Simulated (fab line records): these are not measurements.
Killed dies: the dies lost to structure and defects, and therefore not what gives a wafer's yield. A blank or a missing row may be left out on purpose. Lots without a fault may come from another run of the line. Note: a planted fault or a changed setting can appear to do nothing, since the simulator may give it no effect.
Problem report, 8D (eight disciplines) form, completed by code | flow rit-cmos | the parts of the form that need people (team, actions taken, sign-off) are left out

## 1. WHAT WENT WRONG
At RIT_SILICIDE_RTA_06, wafer_temp_C_max averages 749.5 over 5 wafers from 2 lots, while fault-free wafers read 752.5, standard deviation 0.6. Measured from the usual mean, that is -5.1 standard deviations.
The step: time 10 s, ramp up 5 s, ramp down 10 s.
The first sign was on wafer L500.3 at day 6 15:39, on rtp-anneal-02. Wafers with a number at this step in the record: 41, from 14 lots. Rule for "out", or "out of limits": more than 4 standard deviations from the usual mean. The other wafers with a number count as sound.

## 2. WHAT IT IS; WHAT IT IS NOT
question                    | is                     | is not
which readings at this step | wafer_temp_C_max       | -
which lots                  | L500, L502             | L484, L485, L486, L487, L489, L490, L491, L492, L493, L497, L505, L507
which wafers of those lots  | all that have a number | -
read on which tools         | rtp-anneal-02          | rtp-anneal-01
when                        | from day 6 15:39       | up to then (30 sound wafers); but 6 sound wafers of L505, L507 came after

## 3. WHAT RULES OUT EACH SUSPECT
Counting: any tool at a process step up to the reading is kept as a suspect provided that every lot that is out went through it and no sound lot did after the first of them.
- rtp-anneal-02 at RIT_SILICIDE_RTA_06 (time 10 s, ramp up 5 s, ramp down 10 s): kept. Every lot that is out went through it, starting with L500 (day 6 15:39), and after that it ran no sound lot; the last sound lot it ran before then is L492 (day 5 03:42). Its own wafer_temp_C_max readings are out on those wafers.
After counting, what remains is rtp-anneal-02 at RIT_SILICIDE_RTA_06.

## 4. THE CAUSE (what the simulator had put in)
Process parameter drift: rtp-anneal-02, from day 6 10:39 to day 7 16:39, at RIT_SILICIDE_RTA_06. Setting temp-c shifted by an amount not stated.
After counting, this tool was the only one left.

## 5. SEQUENCE OF EFFECTS, ordered by route
One row per reading whose mean, taken over the struck wafers that have a number, lies over 3 standard deviations from the usual. Readings are gone through only where the record gives a usual standard deviation; hours: the median, over the lots, of the time from a lot's start at the first step in this table giving one to that lot's start at this step; sigmas: the change measured in usual standard deviations.
hours | step                | reading          | usual | on struck wafers | change | sigmas
0     | RIT_SILICIDE_RTA_06 | wafer_temp_C_max | 752.5 | 749.5            | -3.0   | -5.1
The process steps in it:
- RIT_SILICIDE_RTA_06: time 10 s, ramp up 5 s, ramp down 10 s.

## 6. WHAT WOULD HAVE CAUGHT IT SOONER
First out-of-limits reading in this record: day 6 15:39, which is 5 hours after fault onset at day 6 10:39.
